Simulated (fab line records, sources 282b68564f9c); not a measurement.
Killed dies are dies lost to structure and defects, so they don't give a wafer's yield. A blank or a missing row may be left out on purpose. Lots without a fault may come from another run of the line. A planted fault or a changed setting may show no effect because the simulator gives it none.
Split-lot experiment | flow rit_cmos | 5 lots, 23 wafers read, on a route of 202 steps

THE SPLIT
At RIT_ACTIVE_COAT_06 (resist thk 1000 nm), the setting spin_rpm was moved away from the recipe's 3250 rpm on 4 of the 23 wafers read, by +5.3% to +7.0%. The other wafers ran this setting at the recipe's value.

FROM THE SPLIT TO THE READING: what the file shows between them, 3 steps
- RIT_ACTIVE_SOFTBAKE_07: time 60 s
- RIT_ACTIVE_EXPOSE_08: exposes mask M1, target cd 1400 nm
- RIT_ACTIVE_DEVELOP_10: develop time 50 s

THE READING
NOVOLAK_of_ACTIVE_COAT_06.thk_nm (the simulator's own value, which no gauge read), in nm, at RIT_ACTIVE_HARDBAKE_12 (time 60 s). The file gives no usual value for it. The 19 wafers here that ran the recipe average 883.3 nm, standard deviation 2.1 nm.

wafer  | tool, chamber at the split | spin_rpm as run, rpm | against the recipe | NOVOLAK_of_ACTIVE_COAT_06.thk_nm, nm | against lot-mates on the recipe
L075.1 | litho_track-03, 0          | 3250                 | recipe             | 884.6                                | -
L075.3 | litho_track-03, 0          | 3478                 | +7.0%              | 858.3                                | -27.3
L075.4 | litho_track-03, 0          | 3250                 | recipe             | 884.2                                | -
L075.5 | litho_track-03, 0          | 3250                 | recipe             | 888                                  | -
L075.6 | litho_track-03, 0          | 3478                 | +7.0%              | 857                                  | -28.6
L079.1 | litho_track-03, 0          | 3250                 | recipe             | 884.8                                | -
L079.2 | litho_track-03, 0          | 3250                 | recipe             | 884.9                                | -
L079.3 | litho_track-03, 0          | 3250                 | recipe             | 882.8                                | -
L079.4 | litho_track-03, 0          | 3250                 | recipe             | 883.7                                | -
L079.5 | litho_track-03, 0          | 3250                 | recipe             | 886                                  | -
L080.2 | litho_track-03, 0          | 3422                 | +5.3%              | 861.7                                | -22.6
L080.3 | litho_track-03, 0          | 3250                 | recipe             | 884.5                                | -
L080.4 | litho_track-03, 0          | 3250                 | recipe             | 885                                  | -
L080.5 | litho_track-03, 0          | 3422                 | +5.3%              | 859.4                                | -24.9
L080.6 | litho_track-03, 0          | 3250                 | recipe             | 883.4                                | -
L083.1 | litho_track-04, 0          | 3250                 | recipe             | 882.8                                | -
L083.2 | litho_track-04, 0          | 3250                 | recipe             | 882.8                                | -
L083.6 | litho_track-04, 0          | 3250                 | recipe             | 880.7                                | -
L085.1 | litho_track-04, 0          | 3250                 | recipe             | 881.9                                | -
L085.2 | litho_track-04, 0          | 3250                 | recipe             | 880.5                                | -
L085.3 | litho_track-04, 0          | 3250                 | recipe             | 880.7                                | -
L085.5 | litho_track-04, 0          | 3250                 | recipe             | 879.7                                | -
L085.6 | litho_track-04, 0          | 3250                 | recipe             | 881.7                                | -

THE FIT
A straight line over all 23 wafers: NOVOLAK_of_ACTIVE_COAT_06.thk_nm changes by -3.88 nm for each +1% of spin_rpm; r = -0.98; the points scatter about the line by 2.2 nm.
The same after taking each lot's own level away (the mean of its wafers on the recipe; 23 wafers): -4.16 nm for each +1%; r = -0.99; scatter 1.3 nm.
On that fit, the largest move of spin_rpm shifts the reading by 29 nm.
The lots' own levels span 880.90 to 885.60 nm, that is 2.3 times the standard deviation above.
So the lot-to-lot level changes the slope little: the two slopes agree.
Check: with one of the wafers moved furthest among these (+7.0%) left out of the fit, the line predicts -30.1 nm for it against its lot-mates. It came out at -27.3 nm against them.

OTHER SPLITS ON THESE WAFERS
These wafers also went through other splits before the reading. Each is held against what the fit with the lots' levels taken away leaves over:
other split on the same wafers    | wafers away from the commonest value | r with NOVOLAK_of_ACTIVE_COAT_06.thk_nm (lot level and that fit taken away)
RIT_ACTIVE_OXIDATION_01 ox_time_s | 18                                   | -0.22

THE WHOLE CHAIN: every reading that the file lists as answering this split, in the file's order
step                   | what it does       | reading                                                                           | change (the file's fit)              | r (the file's)
RIT_ACTIVE_COAT_06     | resist thk 1000 nm | NOVOLAK_of_ACTIVE_COAT_06.thk_nm (the simulator's own value, which no gauge read) | -4.77 nm for each +1% of the setting | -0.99
RIT_ACTIVE_HARDBAKE_12 | time 60 s          | NOVOLAK_of_ACTIVE_COAT_06.thk_nm (the simulator's own value, which no gauge read) | -4.17 nm for each +1% of the setting | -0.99

THE FILE'S OWN FIT
NOVOLAK_of_ACTIVE_COAT_06.thk_nm changes by -4.17 nm for each +1% of spin_rpm, r = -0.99.
